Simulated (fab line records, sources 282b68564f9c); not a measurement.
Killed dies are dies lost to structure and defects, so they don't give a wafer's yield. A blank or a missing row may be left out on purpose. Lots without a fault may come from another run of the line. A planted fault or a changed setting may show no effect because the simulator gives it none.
Which tool did it? | flow rit_cmos | 14 lots, 42 wafers sampled, at 2 steps of a route of 202

WHAT THE GAUGES READ, wafer by wafer
RIT_FOX1_THK_MEAS_01.
lot  | measured    | on            | FOX1_OXIDE_THK (nm)
L566 | day 1 18:37 | film_metro-03 | 357 358 356
L567 | day 1 22:00 | film_metro-02 | 349 349 347
L568 | day 2 03:49 | film_metro-03 | 352 353 358
L570 | day 2 14:19 | film_metro-03 | 350 347 348
L571 | day 2 18:59 | film_metro-03 | 349 355 354
L572 | day 3 00:21 | film_metro-02 | 351 352 354
L573 | day 3 04:48 | film_metro-03 | 340 338 339
L576 | day 3 22:07 | film_metro-03 | 342 349 349
L577 | day 4 00:56 | film_metro-03 | 339 335 331
L578 | day 4 06:44 | film_metro-03 | 337 342 339
L586 | day 5 22:48 | film_metro-01 | 211 215 209
L587 | day 6 03:47 | film_metro-01 | 207 210 205
L588 | day 6 08:56 | film_metro-02 | 358 355 355
L589 | day 6 13:31 | film_metro-03 | 344 353 349

WHICH TOOL RAN EACH LOT (tool, then ch and the chambers of the sampled wafers, then the start)
lot  | RIT_FOX1_OXIDATION_00
L566 | furnace-03 ch 0, day 1 17:18
L567 | furnace-03 ch 0, day 1 20:41
L568 | furnace-01 ch 0, day 2 02:31
L570 | furnace-04 ch 0, day 2 13:00
L571 | furnace-03 ch 0, day 2 17:40
L572 | furnace-03 ch 0, day 2 23:02
L573 | furnace-01 ch 0, day 3 03:29
L576 | furnace-04 ch 0, day 3 20:47
L577 | furnace-01 ch 0, day 3 23:37
L578 | furnace-04 ch 0, day 4 05:25
L586 | furnace-04 ch 0, day 5 21:29
L587 | furnace-04 ch 0, day 6 02:29
L588 | furnace-01 ch 0, day 6 07:36
L589 | furnace-03 ch 0, day 6 12:12
- RIT_FOX1_OXIDATION_00: target thk 350.7 nm, ox time 1130 s.

WHAT THE TOOLS THEMSELVES READ (means of the sampled wafers that have a number; where no wafer has one, the mark that the record gives instead)
RIT_FOX1_OXIDATION_00.
lot  | tool       | ox_temp_c (C)
L566 | furnace-03 | 1099.7
L567 | furnace-03 | 1099.5
L568 | furnace-01 | 1099.3
L570 | furnace-04 | 1099.6
L571 | furnace-03 | 1099.7
L572 | furnace-03 | 1099.7
L573 | furnace-01 | 1099.8
L576 | furnace-04 | 1098.7
L577 | furnace-01 | 1100.2
L578 | furnace-04 | 1099.5
L586 | furnace-04 | 1100.1
L587 | furnace-04 | 1100.2
L588 | furnace-01 | 1099.6
L589 | furnace-03 | 1099.9

THE ANSWER, worked out from the rows above alone
Rule: what is usual is taken from the lots themselves. Put in order of their means at a reading, lots are off if they are a third of the lots or fewer, leave a main group of 4 or more, and stand apart from it by a gap of 3 or more times the standard deviation of the main group's means; of several such gaps the widest counts. A main group whose means are all the same, to the digits that the tables above print for the reading, isn't used. A lot without any number at a reading at which 4 lots or more have one is off too. The other lots that the step has rows for count as sound. The gauges are gone through in route order, then the tools' own readings, and for those a lot's mean is taken as printed above. The first step at which some lot is off is used, and at that step the reading that is off furthest; a lot without a number counts as furthest.
Off: L586, L587, at RIT_FOX1_THK_MEAS_01 (FOX1_OXIDE_THK). The main group: mean 348 nm, standard deviation 6.8.
A tool fits if, at a process step before that reading, it ran every lot that is off, and no sound lot after the first of them. The gauges at RIT_FOX1_THK_MEAS_01 are tried like those tools. Can't be told from this: 2 tools fit, furnace-04 at RIT_FOX1_OXIDATION_00, film_metro-01 at RIT_FOX1_THK_MEAS_01.

WHAT THE SIMULATOR HAD PUT IN
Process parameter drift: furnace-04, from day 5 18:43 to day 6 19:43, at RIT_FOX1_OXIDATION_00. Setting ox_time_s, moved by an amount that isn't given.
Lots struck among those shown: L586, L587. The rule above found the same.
